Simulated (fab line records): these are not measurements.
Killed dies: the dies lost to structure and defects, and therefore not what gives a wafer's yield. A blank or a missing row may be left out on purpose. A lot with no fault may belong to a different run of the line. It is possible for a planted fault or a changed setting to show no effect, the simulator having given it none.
fab line records + flow berkeley_cmos170
record:
- lots: 14
- wafers: 42
- last_day: 13
route steps=331 shown NSD@195 M1@247 V1@267
lots that met no fault: from a run of the same line without faults
start_h: start of the lot's first displayed wafer, in hours after the record's first day + wait_h: hours elapsed since this lot's preceding step + " as in the row above + L1.1+2: a row that stands for several wafers + - value missing, or start not given + * or withheld: withheld + < > ~ a bound
route shown NAME@n: NAME is a module with steps in the file, n the number in the route of the first one + usual: mean/standard deviation taken from wafers without a fault + same: alike in all rows + chamber/n: place in a boat + sites: readings site by site + _std_site: their standard deviation + _edge_site: the outer-site mean with the inner-site mean subtracted + radius_mm: for every site, how far away it sits from the centre of the wafer + mask NAME#n: copy n + behind: the most recent tool/chamber to have shaped the wafer + hold: cause of the lot's hold/its duration in hours/its outcome + device: which transistor (n, p or np) failed to switch + end of line: tests run on the same wafers once the route is complete + a step given without rows: its recipe and nothing more + killed: dies that structure and defects cost at the first sort, which is not the same as the wafer's yield + map: dies across one wafer; x = killed, . = not, _ = none there
set.NAME: the setting as run; set.NAME@STEP: as run at that earlier step + model.NAME: the simulator's own value behind a step, which no gauge read
route steps across a sampled set of lots; one table per step, one row per wafer
services: when a tool's chamber went out of use (start_h, in hours from the record's first day, below 0 if earlier), for how many hours, and the reason
== steps ==
step: UCB170_NSD_IMPLANT_08
recipe:
- species: P
- dose_cm2: 3e+15
- energy_kev: 40
- tilt_deg: 7
usual:
- beam_energy_keV: 39.998/0.012
- beam_on_s: 10.04/0.2
- faraday_current_uA: 9221/180
- tilt_deg: 6.999/0.019
| lot.wafer | tool         | chamber | start_h | wait_h | beam_energy_keV | beam_on_s | faraday_current_uA | tilt_deg |
|-----------|--------------|---------|---------|--------|-----------------|-----------|--------------------|----------|
| L668.3    | implanter-02 | 0       | 182.31  | 0.1    | 40.003          | 9.91      | 9387               | 6.994    |
| L668.5    | "            | 0       | "       | "      | 39.981          | 9.83      | 9402               | 6.984    |
| L668.6    | "            | 0       | "       | "      | 39.986          | 9.79      | 9423               | 6.977    |
| L669.3    | implanter-03 | 0       | 182.57  | 0.1    | 39.983          | 9.62      | 9557               | 6.957    |
| L669.4    | "            | 0       | "       | "      | 39.998          | 9.91      | 9326               | 6.954    |
| L669.5    | "            | 0       | "       | "      | 39.985          | 10.26     | 9069               | 6.945    |
| L673.1    | implanter-03 | 0       | 203.09  | 0.0    | 40.013          | 9.89      | 9340               | 6.999    |
| L673.4    | "            | 0       | "       | "      | 40.008          | 9.91      | 9356               | 7.012    |
| L673.5    | "            | 0       | "       | "      | 39.995          | 9.93      | 9339               | 6.985    |
| L671.2    | implanter-04 | 0       | 203.39  | 0.0    | 40.002          | 10.32     | 8972               | 6.987    |
| L671.3    | "            | 0       | "       | "      | 39.991          | 10.12     | 9204               | 7.013    |
| L671.5    | "            | 0       | "       | "      | 40.018          | 9.87      | 9389               | 6.984    |
| L675.3    | implanter-03 | 0       | 203.61  | 0.1    | 40.002          | 10.06     | 9178               | 6.985    |
| L675.5    | "            | 0       | "       | "      | 40.005          | 10.10     | 9142               | 6.993    |
| L675.6    | "            | 0       | "       | "      | 40.029          | 9.92      | 9303               | 6.966    |
| L674.2    | implanter-02 | 0       | 203.66  | 0.0    | 40.019          | 10.27     | 9014               | 6.993    |
| L674.3    | "            | 0       | "       | "      | 40.013          | 10.06     | 9202               | 6.981    |
| L674.5    | "            | 0       | "       | "      | 40.001          | 10.13     | 9142               | 6.989    |
| L670.1    | implanter-04 | 0       | 203.83  | 0.0    | 40.019          | 10.07     | 9193               | 7.008    |
| L670.3    | "            | 0       | "       | "      | 40.020          | 9.91      | 9371               | 7.013    |
| L670.6    | "            | 0       | "       | "      | 39.995          | 10.14     | 9133               | 7.012    |
| L677.1    | implanter-03 | 0       | 210.27  | 0.0    | 39.988          | 9.85      | 9398               | 7.020    |
| L677.5    | "            | 0       | "       | "      | 39.988          | 10.23     | 9040               | 7.021    |
| L677.6    | "            | 0       | "       | "      | 39.998          | 10.04     | 9254               | 7.031    |
| L679.1    | implanter-03 | 0       | 224.36  | 0.0    | 40.003          | 7.86      | 11788              | 6.992    |
| L679.2    | "            | 0       | "       | "      | 39.998          | 7.74      | 11914              | 6.984    |
| L679.4    | "            | 0       | "       | "      | 39.999          | 7.59      | 12178              | 6.973    |
| L681.1    | implanter-02 | 0       | 237.36  | 0.0    | 40.000          | 10.23     | 9028               | 7.010    |
| L681.2    | "            | 0       | "       | "      | 40.001          | 10.20     | 9134               | 6.999    |
| L681.3    | "            | 0       | "       | "      | 40.006          | 9.98      | 9266               | 7.027    |
| L685.3    | implanter-03 | 0       | 255.00  | 0.1    | 40.000          | 7.42      | 12466              | 6.993    |
| L685.5    | "            | 0       | "       | "      | 40.009          | 7.79      | 11837              | 6.984    |
| L685.6    | "            | 0       | "       | "      | 39.997          | 7.67      | 12086              | 6.981    |
| L688.2    | implanter-02 | 0       | 266.73  | 0.0    | 39.989          | 10.37     | 8895               | 7.016    |
| L688.3    | "            | 0       | "       | "      | 39.991          | 10.29     | 8993               | 7.011    |
| L688.5    | "            | 0       | "       | "      | 39.994          | 9.61      | 9610               | 7.010    |
| L690.1    | implanter-04 | 0       | 277.09  | 0.0    | 40.020          | 9.86      | 9405               | 6.991    |
| L690.3    | "            | 0       | "       | "      | 40.004          | 10.03     | 9259               | 7.006    |
| L690.4    | "            | 0       | "       | "      | 40.003          | 10.24     | 9045               | 6.991    |
| L689.2    | implanter-04 | 0       | 278.29  | 0.0    | 39.999          | 10.13     | 9102               | 7.012    |
| L689.3    | "            | 0       | "       | "      | 39.993          | 10.15     | 9078               | 7.005    |
| L689.4    | "            | 0       | "       | "      | 39.998          | 9.81      | 9400               | 7.005    |
step: UCB170_NSD_STRIP_09
recipe:
- chemistry: O2
- power_w: 400
- pressure_mtorr: 3500
- platen_temp_c: withheld
- o2_flow_sccm: 400
- overash_fraction: 0.5
usual:
- drypump_motor_current_A: 5.9/0.43
- oes_product_au: 0.534/0.0044
- strip_time_to_endpoint_s: 35.80/0.075
| lot.wafer | tool            | chamber | start_h | wait_h | drypump_motor_current_A | oes_product_au | rf_hours_counter_h | strip_time_to_endpoint_s |
|-----------|-----------------|---------|---------|--------|-------------------------|----------------|--------------------|--------------------------|
| L668.3    | plasma_asher-02 | 1       | 182.44  | 0.1    | 5.9                     | 0.543          | -                  | 35.86                    |
| L668.5    | "               | 0       | "       | "      | 6.4                     | 0.535          | -                  | 35.83                    |
| L668.6    | "               | 1       | "       | "      | 5.9                     | 0.524          | -                  | 35.74                    |
| L669.3    | plasma_asher-01 | 0       | 182.70  | 0.1    | 6.4                     | 0.537          | -                  | 35.85                    |
| L669.4    | "               | 1       | "       | "      | 5.4                     | 0.531          | -                  | 35.87                    |
| L669.5    | "               | 1       | "       | "      | 5.4                     | 0.534          | -                  | 35.87                    |
| L673.1    | plasma_asher-01 | 1       | 203.24  | 0.1    | 5.4                     | 0.532          | 10                 | 35.87                    |
| L673.4    | "               | 0       | "       | "      | 6.4                     | 0.538          | -                  | 35.90                    |
| L673.5    | "               | 1       | "       | "      | 5.4                     | 0.532          | -                  | 35.80                    |
| L671.2    | plasma_asher-02 | 0       | 203.51  | 0.1    | 6.4                     | 0.534          | 49                 | 35.84                    |
| L671.3    | "               | 1       | "       | "      | 5.9                     | 0.533          | -                  | 35.80                    |
| L671.5    | "               | 0       | "       | "      | 6.4                     | 0.535          | -                  | 35.85                    |
| L675.3    | plasma_asher-01 | 0       | 203.74  | 0.1    | 6.4                     | 0.537          | -                  | 35.90                    |
| L675.5    | "               | 0       | "       | "      | 6.4                     | 0.535          | -                  | 35.90                    |
| L675.6    | "               | 1       | "       | "      | 5.4                     | 0.539          | -                  | 35.89                    |
| L674.2    | plasma_asher-02 | 1       | 203.79  | 0.1    | 5.9                     | 0.535          | 49                 | 35.79                    |
| L674.3    | "               | 1       | "       | "      | 5.9                     | 0.528          | -                  | 35.73                    |
| L674.5    | "               | 0       | "       | "      | 6.4                     | 0.537          | -                  | 35.82                    |
| L670.1    | plasma_asher-01 | 1       | 203.98  | 0.1    | 5.4                     | 0.539          | 10                 | 35.94                    |
| L670.3    | "               | 0       | "       | "      | 6.4                     | 0.535          | -                  | 35.88                    |
| L670.6    | "               | 0       | "       | "      | 6.4                     | 0.533          | -                  | 35.90                    |
| L677.1    | plasma_asher-03 | 0       | 210.42  | 0.1    | 5.6                     | 0.526          | 46                 | 35.75                    |
| L677.5    | "               | 0       | "       | "      | 5.6                     | 0.529          | -                  | 35.77                    |
| L677.6    | "               | 1       | "       | "      | 5.3                     | 0.529          | -                  | 35.72                    |
| L679.1    | plasma_asher-03 | 1       | 224.51  | 0.1    | 5.3                     | 0.546          | 47                 | 33.43                    |
| L679.2    | "               | 0       | "       | "      | 5.6                     | 0.564          | 47                 | 33.46                    |
| L679.4    | "               | 1       | "       | "      | 5.3                     | 0.544          | -                  | 33.45                    |
| L681.1    | plasma_asher-02 | 0       | 237.51  | 0.1    | 6.4                     | 0.528          | 53                 | 35.83                    |
| L681.2    | "               | 1       | "       | "      | 5.9                     | 0.535          | 53                 | 35.71                    |
| L681.3    | "               | 0       | "       | "      | 6.4                     | 0.528          | -                  | 35.90                    |
| L685.3    | plasma_asher-02 | 1       | 255.14  | 0.1    | 5.9                     | 0.562          | -                  | 33.30                    |
| L685.5    | "               | 0       | "       | "      | 6.4                     | 0.553          | -                  | 33.39                    |
| L685.6    | "               | 1       | "       | "      | 5.9                     | 0.555          | -                  | 33.31                    |
| L688.2    | plasma_asher-02 | 1       | 266.85  | 0.1    | 5.9                     | 0.530          | 57                 | 35.77                    |
| L688.3    | "               | 0       | "       | "      | 6.4                     | 0.540          | -                  | 35.66                    |
| L688.5    | "               | 1       | "       | "      | 5.9                     | 0.533          | -                  | 35.78                    |
| L690.1    | plasma_asher-02 | 0       | 277.24  | 0.1    | 6.4                     | 0.534          | 58                 | 35.86                    |
| L690.3    | "               | 0       | "       | "      | 6.4                     | 0.528          | -                  | 35.91                    |
| L690.4    | "               | 1       | "       | "      | 5.9                     | 0.536          | -                  | 35.89                    |
| L689.2    | plasma_asher-01 | 0       | 278.41  | 0.1    | 6.4                     | 0.531          | 20                 | 35.75                    |
| L689.3    | "               | 0       | "       | "      | 6.4                     | 0.533          | -                  | 35.73                    |
| L689.4    | "               | 1       | "       | "      | 5.4                     | 0.533          | -                  | 35.76                    |
step: UCB170_NSD_TW_MEAS_10
usual:
- NSD_TW: 4188/39
| lot.wafer | tool          | chamber | start_h | wait_h | NSD_TW |
|-----------|---------------|---------|---------|--------|--------|
| L668.3    | film_metro-03 | -       | 182.53  | 0.1    | 4207   |
| L668.5    | "             | -       | "       | "      | 4170   |
| L668.6    | "             | -       | "       | "      | 4191   |
| L669.3    | film_metro-01 | -       | 182.79  | 0.1    | 4196   |
| L669.4    | "             | -       | "       | "      | 4181   |
| L669.5    | "             | -       | "       | "      | 4201   |
| L673.1    | film_metro-02 | -       | 203.34  | 0.1    | 4133   |
| L673.4    | "             | -       | "       | "      | 4140   |
| L673.5    | "             | -       | "       | "      | 4131   |
| L671.2    | film_metro-01 | -       | 203.62  | 0.1    | 4198   |
| L671.3    | "             | -       | "       | "      | 4210   |
| L671.5    | "             | -       | "       | "      | 4247   |
| L675.3    | film_metro-03 | -       | 203.83  | 0.1    | 4186   |
| L675.5    | "             | -       | "       | "      | 4194   |
| L675.6    | "             | -       | "       | "      | 4202   |
| L674.2    | film_metro-01 | -       | 203.90  | 0.1    | 4206   |
| L674.3    | "             | -       | "       | "      | 4221   |
| L674.5    | "             | -       | "       | "      | 4233   |
| L670.1    | film_metro-03 | -       | 204.08  | 0.1    | 4200   |
| L670.3    | "             | -       | "       | "      | 4152   |
| L670.6    | "             | -       | "       | "      | 4184   |
| L677.1    | film_metro-01 | -       | 210.52  | 0.1    | 4208   |
| L677.5    | "             | -       | "       | "      | 4210   |
| L677.6    | "             | -       | "       | "      | 4192   |
| L679.1    | film_metro-01 | -       | 224.61  | 0.1    | 4094   |
| L679.2    | "             | -       | "       | "      | 4070   |
| L679.4    | "             | -       | "       | "      | 4087   |
| L681.1    | film_metro-03 | -       | 237.61  | 0.1    | 4196   |
| L681.2    | "             | -       | "       | "      | 4162   |
| L681.3    | "             | -       | "       | "      | 4193   |
| L685.3    | film_metro-03 | -       | 255.22  | 0.1    | 4106   |
| L685.5    | "             | -       | "       | "      | 4092   |
| L685.6    | "             | -       | "       | "      | 4082   |
| L688.2    | film_metro-02 | -       | 266.96  | 0.1    | 4117   |
| L688.3    | "             | -       | "       | "      | 4109   |
| L688.5    | "             | -       | "       | "      | 4122   |
| L690.1    | film_metro-03 | -       | 277.34  | 0.1    | 4228   |
| L690.3    | "             | -       | "       | "      | 4245   |
| L690.4    | "             | -       | "       | "      | 4236   |
| L689.2    | film_metro-03 | -       | 278.55  | 0.1    | 4266   |
| L689.3    | "             | -       | "       | "      | 4263   |
| L689.4    | "             | -       | "       | "      | 4230   |
step: UCB170_SDANNEAL_RS_MEAS_03
recipe:
- thk_meas_gauge: four-point-probe
usual:
- NSD_RS: 37.26/0.08
| lot.wafer | tool          | chamber | start_h | wait_h | NSD_RS[ohm/sq] |
|-----------|---------------|---------|---------|--------|----------------|
| L668.3    | film_metro-03 | -       | 183.76  | 0.1    | 37.29          |
| L668.5    | "             | -       | "       | "      | 37.27          |
| L668.6    | "             | -       | "       | "      | 37.35          |
| L669.3    | film_metro-02 | -       | 184.06  | 0.1    | 37.25          |
| L669.4    | "             | -       | "       | "      | 37.23          |
| L669.5    | "             | -       | "       | "      | 37.27          |
| L673.1    | film_metro-02 | -       | 204.92  | 0.1    | 37.16          |
| L673.4    | "             | -       | "       | "      | 37.16          |
| L673.5    | "             | -       | "       | "      | 37.29          |
| L671.2    | film_metro-03 | -       | 205.11  | 0.1    | 37.29          |
| L671.3    | "             | -       | "       | "      | 37.27          |
| L671.5    | "             | -       | "       | "      | 37.27          |
| L674.2    | film_metro-02 | -       | 205.51  | 0.1    | 37.41          |
| L674.3    | "             | -       | "       | "      | 37.40          |
| L674.5    | "             | -       | "       | "      | 37.34          |
| L675.3    | film_metro-01 | -       | 205.53  | 0.1    | 37.20          |
| L675.5    | "             | -       | "       | "      | 37.27          |
| L675.6    | "             | -       | "       | "      | 37.18          |
| L670.1    | film_metro-03 | -       | 205.87  | 0.1    | 37.21          |
| L670.3    | "             | -       | "       | "      | 37.20          |
| L670.6    | "             | -       | "       | "      | 37.21          |
| L677.1    | film_metro-02 | -       | 212.23  | 0.1    | 37.19          |
| L677.5    | "             | -       | "       | "      | 37.34          |
| L677.6    | "             | -       | "       | "      | 37.31          |
| L679.1    | film_metro-02 | -       | 225.81  | 0.1    | 42.68          |
| L679.2    | "             | -       | "       | "      | 42.68          |
| L679.4    | "             | -       | "       | "      | 42.70          |
| L681.1    | film_metro-02 | -       | 240.34  | 0.1    | 37.21          |
| L681.2    | "             | -       | "       | "      | 37.32          |
| L681.3    | "             | -       | "       | "      | 37.20          |
| L685.3    | film_metro-02 | -       | 256.61  | 0.1    | 42.80          |
| L685.5    | "             | -       | "       | "      | 42.74          |
| L685.6    | "             | -       | "       | "      | 42.75          |
| L688.2    | film_metro-02 | -       | 268.65  | 0.1    | 37.31          |
| L688.3    | "             | -       | "       | "      | 37.33          |
| L688.5    | "             | -       | "       | "      | 37.23          |
| L690.1    | film_metro-02 | -       | 279.37  | 0.1    | 37.19          |
| L690.3    | "             | -       | "       | "      | 37.23          |
| L690.4    | "             | -       | "       | "      | 37.14          |
| L689.2    | film_metro-01 | -       | 281.22  | 0.1    | 37.35          |
| L689.3    | "             | -       | "       | "      | 37.37          |
| L689.4    | "             | -       | "       | "      | 37.33          |
step: UCB170_M1_CD_MEAS_09
recipe:
- target_cd_nm: 700
usual:
- cd_nm: 700.3/1.5
| lot.wafer | tool      | chamber | start_h | wait_h | cd_nm |
|-----------|-----------|---------|---------|--------|-------|
| L668.3    | cd_sem-02 | -       | 192.63  | -      | 697.5 |
| L668.5    | "         | -       | "       | "      | 696.8 |
| L668.6    | "         | -       | "       | "      | 698.0 |
| L669.3    | cd_sem-02 | -       | 192.96  | -      | 701.6 |
| L669.4    | "         | -       | "       | "      | 702.3 |
| L669.5    | "         | -       | "       | "      | 701.2 |
| L673.1    | cd_sem-02 | -       | 212.25  | -      | 700.4 |
| L673.4    | "         | -       | "       | "      | 700.9 |
| L673.5    | "         | -       | "       | "      | 702.1 |
| L671.2    | cd_sem-02 | -       | 213.32  | -      | 701.5 |
| L671.3    | "         | -       | "       | "      | 702.9 |
| L671.5    | "         | -       | "       | "      | 702.2 |
| L675.3    | cd_sem-02 | -       | 213.94  | -      | 701.6 |
| L675.5    | "         | -       | "       | "      | 701.0 |
| L675.6    | "         | -       | "       | "      | 702.6 |
| L674.2    | cd_sem-01 | -       | 214.19  | -      | 701.2 |
| L674.3    | "         | -       | "       | "      | 700.7 |
| L674.5    | "         | -       | "       | "      | 701.0 |
| L670.1    | cd_sem-02 | -       | 214.30  | -      | 698.3 |
| L670.3    | "         | -       | "       | "      | 698.6 |
| L670.6    | "         | -       | "       | "      | 699.4 |
| L677.1    | cd_sem-02 | -       | 219.05  | -      | 698.5 |
| L677.5    | "         | -       | "       | "      | 697.5 |
| L677.6    | "         | -       | "       | "      | 699.2 |
| L679.1    | cd_sem-02 | -       | 233.94  | -      | 703.1 |
| L679.2    | "         | -       | "       | "      | 704.3 |
| L679.4    | "         | -       | "       | "      | 702.2 |
| L681.1    | cd_sem-02 | -       | 248.69  | -      | 698.2 |
| L681.2    | "         | -       | "       | "      | 698.8 |
| L681.3    | "         | -       | "       | "      | 697.9 |
| L685.3    | cd_sem-01 | -       | 265.88  | -      | 702.2 |
| L685.5    | "         | -       | "       | "      | 702.2 |
| L685.6    | "         | -       | "       | "      | 702.0 |
| L688.2    | cd_sem-02 | -       | 275.74  | -      | 700.9 |
| L688.3    | "         | -       | "       | "      | 700.6 |
| L688.5    | "         | -       | "       | "      | 700.0 |
| L690.1    | cd_sem-01 | -       | 286.77  | -      | 699.3 |
| L690.3    | "         | -       | "       | "      | 699.5 |
| L690.4    | "         | -       | "       | "      | 697.0 |
| L689.2    | cd_sem-01 | -       | 289.61  | -      | 699.4 |
| L689.3    | "         | -       | "       | "      | 700.2 |
| L689.4    | "         | -       | "       | "      | 700.0 |
step: UCB170_V1_OVL_MEAS_13
usual:
- V1_OVL: -2/5.8
| lot.wafer | tool       | chamber | start_h | wait_h | V1_OVL[nm] |
|-----------|------------|---------|---------|--------|------------|
| L668.3    | overlay-02 | -       | 196.46  | 0.1    | 3          |
| L668.5    | "          | -       | "       | "      | 6          |
| L668.6    | "          | -       | "       | "      | 1          |
| L669.3    | overlay-02 | -       | 197.67  | 0.1    | 2          |
| L669.4    | "          | -       | "       | "      | 0          |
| L669.5    | "          | -       | "       | "      | 0          |
| L673.1    | overlay-01 | -       | 218.74  | 0.1    | -1         |
| L673.4    | "          | -       | "       | "      | -2         |
| L673.5    | "          | -       | "       | "      | 1          |
| L675.3    | overlay-02 | -       | 218.81  | 0.1    | 1          |
| L675.5    | "          | -       | "       | "      | 4          |
| L675.6    | "          | -       | "       | "      | -8         |
| L671.2    | overlay-02 | -       | 218.92  | 0.1    | -7         |
| L671.3    | "          | -       | "       | "      | -12        |
| L671.5    | "          | -       | "       | "      | -12        |
| L674.2    | overlay-01 | -       | 219.78  | 0.1    | 0          |
| L674.3    | "          | -       | "       | "      | -4         |
| L674.5    | "          | -       | "       | "      | 1          |
| L670.1    | overlay-02 | -       | 220.00  | 0.1    | 10         |
| L670.3    | "          | -       | "       | "      | 7          |
| L670.6    | "          | -       | "       | "      | 5          |
| L677.1    | overlay-02 | -       | 224.47  | 0.1    | 12         |
| L677.5    | "          | -       | "       | "      | 4          |
| L677.6    | "          | -       | "       | "      | -2         |
| L679.1    | overlay-02 | -       | 238.25  | 0.1    | 8          |
| L679.2    | "          | -       | "       | "      | 7          |
| L679.4    | "          | -       | "       | "      | 3          |
| L681.1    | overlay-01 | -       | 254.30  | 0.1    | 14         |
| L681.2    | "          | -       | "       | "      | 9          |
| L681.3    | "          | -       | "       | "      | 13         |
| L685.3    | overlay-02 | -       | 271.88  | 0.1    | 3          |
| L685.5    | "          | -       | "       | "      | 0          |
| L685.6    | "          | -       | "       | "      | -5         |
| L688.2    | overlay-01 | -       | 280.41  | 0.1    | -15        |
| L688.3    | "          | -       | "       | "      | -9         |
| L688.5    | "          | -       | "       | "      | -14        |
| L690.1    | overlay-02 | -       | 290.49  | 0.1    | -2         |
| L690.3    | "          | -       | "       | "      | -1         |
| L690.4    | "          | -       | "       | "      | 1          |
| L689.2    | overlay-02 | -       | 295.13  | 0.1    | -9         |
| L689.3    | "          | -       | "       | "      | -3         |
| L689.4    | "          | -       | "       | "      | -7         |
step: UCB170_V1_STRIP_15
recipe:
- chemistry: O2
- power_w: 400
- pressure_mtorr: 3500
- platen_temp_c: withheld
- o2_flow_sccm: 400
- overash_fraction: 0.5
usual:
- drypump_motor_current_A: 5.9/0.43
- oes_product_au: 0.723/0.0042
- strip_time_to_endpoint_s: 15.50/0.11
| lot.wafer | tool            | chamber | start_h | wait_h | drypump_motor_current_A | oes_product_au | rf_hours_counter_h | strip_time_to_endpoint_s |
|-----------|-----------------|---------|---------|--------|-------------------------|----------------|--------------------|--------------------------|
| L668.3    | plasma_asher-02 | 1       | 196.70  | 0.1    | 5.9                     | 0.720          | -                  | 15.66                    |
| L668.5    | "               | 1       | "       | "      | 5.9                     | 0.724          | -                  | 15.73                    |
| L668.6    | "               | 0       | "       | "      | 6.4                     | 0.727          | -                  | 15.70                    |
| L669.3    | plasma_asher-01 | 0       | 197.91  | 0.1    | 6.4                     | 0.722          | -                  | 15.44                    |
| L669.4    | "               | 1       | "       | "      | 5.4                     | 0.730          | -                  | 15.68                    |
| L669.5    | "               | 1       | "       | "      | 5.4                     | 0.725          | -                  | 15.55                    |
| L673.1    | plasma_asher-01 | 0       | 218.95  | 0.1    | 6.4                     | 0.718          | 12                 | 15.67                    |
| L673.4    | "               | 1       | "       | "      | 5.4                     | 0.723          | -                  | 15.57                    |
| L673.5    | "               | 1       | "       | "      | 5.4                     | 0.728          | -                  | 15.57                    |
| L675.3    | plasma_asher-03 | 0       | 219.04  | 0.1    | 5.6                     | 0.728          | -                  | 15.31                    |
| L675.5    | "               | 1       | "       | "      | 5.3                     | 0.728          | -                  | 15.28                    |
| L675.6    | "               | 0       | "       | "      | 5.6                     | 0.721          | -                  | 15.41                    |
| L671.2    | plasma_asher-02 | 0       | 219.13  | 0.1    | 6.4                     | 0.727          | 51                 | 15.63                    |
| L671.3    | "               | 0       | "       | "      | 6.4                     | 0.728          | -                  | 15.50                    |
| L671.5    | "               | 0       | "       | "      | 6.4                     | 0.728          | -                  | 15.56                    |
| L674.2    | plasma_asher-03 | 1       | 219.99  | 0.1    | 5.3                     | 0.721          | 47                 | 15.48                    |
| L674.3    | "               | 1       | "       | "      | 5.3                     | 0.728          | -                  | 15.47                    |
| L674.5    | "               | 0       | "       | "      | 5.6                     | 0.722          | -                  | 15.53                    |
| L670.1    | plasma_asher-02 | 0       | 220.21  | 0.1    | 6.4                     | 0.728          | 51                 | 15.68                    |
| L670.3    | "               | 1       | "       | "      | 5.9                     | 0.725          | -                  | 15.55                    |
| L670.6    | "               | 1       | "       | "      | 5.9                     | 0.734          | -                  | 15.64                    |
| L677.1    | plasma_asher-02 | 0       | 224.69  | 0.1    | 6.4                     | 0.721          | 52                 | 15.61                    |
| L677.5    | "               | 0       | "       | "      | 6.4                     | 0.721          | -                  | 15.48                    |
| L677.6    | "               | 1       | "       | "      | 5.9                     | 0.717          | -                  | 15.53                    |
| L679.1    | plasma_asher-02 | 1       | 238.47  | 0.1    | 5.9                     | 0.715          | 53                 | 15.49                    |
| L679.2    | "               | 0       | "       | "      | 6.4                     | 0.722          | 53                 | 15.41                    |
| L679.4    | "               | 1       | "       | "      | 5.9                     | 0.718          | -                  | 15.58                    |
| L681.1    | plasma_asher-01 | 1       | 254.51  | 0.1    | 5.4                     | 0.727          | 16                 | 15.49                    |
| L681.2    | "               | 0       | "       | "      | 6.4                     | 0.722          | 16                 | 15.62                    |
| L681.3    | "               | 1       | "       | "      | 5.4                     | 0.719          | -                  | 15.50                    |
| L685.3    | plasma_asher-01 | 0       | 272.12  | 0.1    | 6.4                     | 0.718          | -                  | 15.46                    |
| L685.5    | "               | 1       | "       | "      | 5.4                     | 0.721          | -                  | 15.47                    |
| L685.6    | "               | 0       | "       | "      | 6.4                     | 0.717          | -                  | 15.47                    |
| L688.2    | plasma_asher-02 | 0       | 280.62  | 0.1    | 6.4                     | 0.726          | 58                 | 15.41                    |
| L688.3    | "               | 0       | "       | "      | 6.4                     | 0.723          | -                  | 15.48                    |
| L688.5    | "               | 0       | "       | "      | 6.4                     | 0.717          | -                  | 15.65                    |
| L690.1    | plasma_asher-01 | 1       | 290.70  | 0.1    | 5.4                     | 0.725          | 21                 | 15.30                    |
| L690.3    | "               | 0       | "       | "      | 6.4                     | 0.719          | -                  | 15.23                    |
| L690.4    | "               | 1       | "       | "      | 5.4                     | 0.722          | -                  | 15.35                    |
| L689.2    | plasma_asher-03 | 1       | 295.34  | 0.1    | 5.3                     | 0.730          | 53                 | 15.34                    |
| L689.3    | "               | 0       | "       | "      | 5.6                     | 0.722          | -                  | 15.46                    |
| L689.4    | "               | 1       | "       | "      | 5.3                     | 0.721          | -                  | 15.31                    |
== services ==
| tool            | chamber | start_h | hours | kind   |
|-----------------|---------|---------|-------|--------|
| implanter-03    | -       | 162.43  | 3.8   | repair |
| implanter-02    | -       | 172.92  | 5.2   | pm     |
| plasma_asher-03 | -       | 175.78  | 0.5   | repair |
| implanter-04    | -       | 220.77  | 4.1   | repair |
| plasma_asher-02 | -       | 241.70  | 2.9   | repair |
| plasma_asher-02 | -       | 245.86  | 1.9   | repair |
| plasma_asher-03 | -       | 245.91  | 23.3  | pm     |
| implanter-04    | -       | 271.64  | 2.3   | repair |
| implanter-02    | -       | 280.44  | 5.4   | pm     |
| plasma_asher-02 | -       | 288.22  | 2.8   | pm     |
| plasma_asher-03 | -       | 289.11  | 1.9   | repair |
== key ==
first_sign:
- step: UCB170_NSD_IMPLANT_08
- reading: faraday_current_uA
- direction: up
- sigmas: 15
- usual: 9221
- struck: 12045
effect:
- step: UCB170_NSD_IMPLANT_08
- reading: beam_on_s
- direction: down
- sigmas: 12
- usual: 10.04
- struck: 7.68
effect:
- step: UCB170_NSD_STRIP_09
- reading: strip_time_to_endpoint_s
- direction: down
- sigmas: 32
- usual: *
- struck: *
effect:
- step: UCB170_NSD_TW_MEAS_10
- reading: NSD_TW
- direction: down
- sigmas: 2.6
- usual: 4188
- struck: 4088
effect:
- step: UCB170_SDANNEAL_RS_MEAS_03
- reading: NSD_RS
- direction: up
- sigmas: 68
- usual: 37.26
- struck: 42.73
met_at UCB170_NSD_IMPLANT_08
struck_lots L679,L685
tester_left_out L679,L685
not_acting_at UCB170_M1_CD_MEAS_09,UCB170_V1_OVL_MEAS_13,UCB170_V1_STRIP_15
onset_between 210.27 224.36
fault:
- kind: process_parameter_drift
- tool: implanter-03
- chamber: -
- onset_h: 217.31
- steps: UCB170_NSD_IMPLANT_08
- channel: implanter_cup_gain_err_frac
- offset: 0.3
- shape: step
- end_h: 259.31
tester_left_out: of these lots the tester's yield and bins aren't shown, on N5 and GAA mostly nor the transistor test; their killed dies are dies lost to structure and defects alone, not to doping, threshold or leakage, so they don't give the yield
